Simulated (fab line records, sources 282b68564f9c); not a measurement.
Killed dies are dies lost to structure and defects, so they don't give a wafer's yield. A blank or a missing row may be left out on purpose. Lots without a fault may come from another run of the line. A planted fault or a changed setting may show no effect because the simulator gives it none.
One fault seen from 2 desks | flow rit_cmos | each desk has only its own numbers; what lay behind them comes last

THE METROLOGY DESK
What the gauges read, lot by lot, whatever tool the lot ran on: means of the sampled wafers that have a number. A lot is out of limits, marked OUT, if its mean lies more than 4 standard deviations from the usual mean; the brackets give that distance.
Columns: A = cd_nm at RIT_GATE_CD_MEAS_16, usual 150.3 nm; B = GATE_OVL at RIT_GATE_OVL_MEAS_17, usual -0.3 nm; C = cd_nm at RIT_GATE_CD_MEAS_90, usual 150.3 nm; D = REOX_OXIDE_THK at RIT_REOX_THK_MEAS_04, usual 24.9 nm; E = NLDD_OVL at RIT_NLDD_OVL_MEAS_06, usual -1.1 nm
lot  | first seen here | A     | B    | C     | D    | E
L843 | day 2 13:16     | 151.7 | -0.4 | 151.4 | 25.2 | -3.8
L848 | day 3 14:53     | 150.6 | 0.3  | 150.8 | 24.8 | -1.1
L855 | day 5 01:53     | 148.5 | 0.5  | 148.3 | 25.3 | -2.8
L857 | day 5 17:35     | 150.0 | 0.3  | 150.3 | 24.5 | 0.2
L859 | day 6 00:50     | 152.5 | 0.6  | 152.2 | 24.6 | 2.1
L862 | day 6 16:31     | 152.7 | -1.0 | 152.3 | 24.6 | -0.3
This desk's finding: nothing out of limits on any of the 6 lots.

THE TOOL OWNER'S DESK: litho_track-04
The tool's own readings at RIT_NLDD_COAT_01 (resist thk 1000 nm): means of the sampled wafers that have a number, for each lot that ran on this tool. A lot is out of limits, marked OUT, if its mean lies more than 4 standard deviations from the usual mean; the brackets give that distance.
Columns: A = spin_speed_rpm at RIT_NLDD_COAT_01, usual 3250.0 rpm
lot  | first seen here | A
L843 | day 2 17:20     | 3251.3
L855 | day 5 07:22     | 2281.3 (-99 or more) OUT
L857 | day 5 22:22     | 2282.5 (-99 or more) OUT
This desk's finding: out of limits on L855, L857; first on L855, day 5 07:22 (spin_speed_rpm at RIT_NLDD_COAT_01). In limits: L843.

PUT TOGETHER
The tool owner's desk could have raised an alarm at day 5 07:22, on L855, L857.
The metrology desk saw nothing out of limits.
The metrology desk has L855, L857 on record, within its limits.
Of the lots named, all ran RIT_NLDD_COAT_01 on litho_track-04.

WHAT THE SIMULATOR HAD PUT IN
Process parameter drift: litho_track-04, from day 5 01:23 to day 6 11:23, at RIT_NLDD_COAT_01. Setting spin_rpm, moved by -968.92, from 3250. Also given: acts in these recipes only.
Lots struck among those shown: L855, L857.
Hours from the fault's start to each desk's first reading out of limits: the tool owner's desk, 6.
